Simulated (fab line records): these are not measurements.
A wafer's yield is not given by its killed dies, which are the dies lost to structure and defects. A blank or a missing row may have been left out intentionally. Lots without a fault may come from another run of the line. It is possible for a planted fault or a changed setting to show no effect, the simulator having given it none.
A single fault, viewed from 2 desks    flow rit_cmos    only its own numbers are on each desk; what lay behind them is given at the end

== DESK OF THE TOOL OWNER: iline_stepper-02 ==
The tool's own readings at RIT_NLDD_EXPOSE_03 (exposes mask M7, target cd 40700 nm): means of the sampled wafers that have a number, for each lot that ran on this tool. A lot is out of limits, marked OUT, if its mean lies more than 4 standard deviations from the usual mean; the brackets give that distance.
Columns: A = exposure_dose_mJ_cm2 at RIT_NLDD_EXPOSE_03, usual 249.99; B = focus_offset_nm at RIT_NLDD_EXPOSE_03, usual 0.0 nm; C = reticle_temp_C at RIT_NLDD_EXPOSE_03, usual 23.02 C; D = stage_vel_mm_s at RIT_NLDD_EXPOSE_03, usual 499.99 mm/s
lot   first seen here  A       B     C      D
L339  day 3 07:33      249.95  0.6   23.09  500.15
L340  day 3 12:28      249.92  -0.1  22.98  499.85
L342  day 3 23:06      250.18  0.4   22.91  499.90
L357  day 7 03:31      249.85  1.0   23.02  499.70
L358  day 7 06:32      249.92  -0.5  23.01  499.77
Result from this desk: across the 5 lots, nothing is out of limits.

== FROM THE METROLOGY DESK ==
What the gauges read for every lot (on any tool): the sampled wafers with a number, averaged. A lot is out of limits, marked OUT, if its mean lies more than 4 standard deviations from the usual mean; the brackets give that distance.
Columns: A = FOX2_OXIDE_THK at RIT_FOX2_THK_MEAS_01, usual 352 nm; B = NWELL_TW at RIT_NWELL_TW_MEAS_10, usual 2135
lot   first seen here  A    B
L336  day 1 18:55      353  2133
L337  day 2 00:10      363  2141
L338  day 2 04:23      358  2136
L339  day 2 09:26      358  2165
L340  day 2 14:26      350  2133
L341  day 2 21:25      358  2130
L342  day 3 00:41      349  2124
L346  day 3 21:02      355  2154
L347  day 4 02:35      359  2142
L356  day 5 22:26      354  2128
L357  day 6 03:32      344  2129
L358  day 6 09:01      338  2166
L359  day 6 14:52      348  2126
Result from this desk: across the 13 lots, nothing is out of limits.

== PUT TOGETHER ==
The tool owner's desk saw nothing out of limits.
Nothing out of limits was seen by the metrology desk.

== WHAT THE SIMULATOR HAD PUT IN ==
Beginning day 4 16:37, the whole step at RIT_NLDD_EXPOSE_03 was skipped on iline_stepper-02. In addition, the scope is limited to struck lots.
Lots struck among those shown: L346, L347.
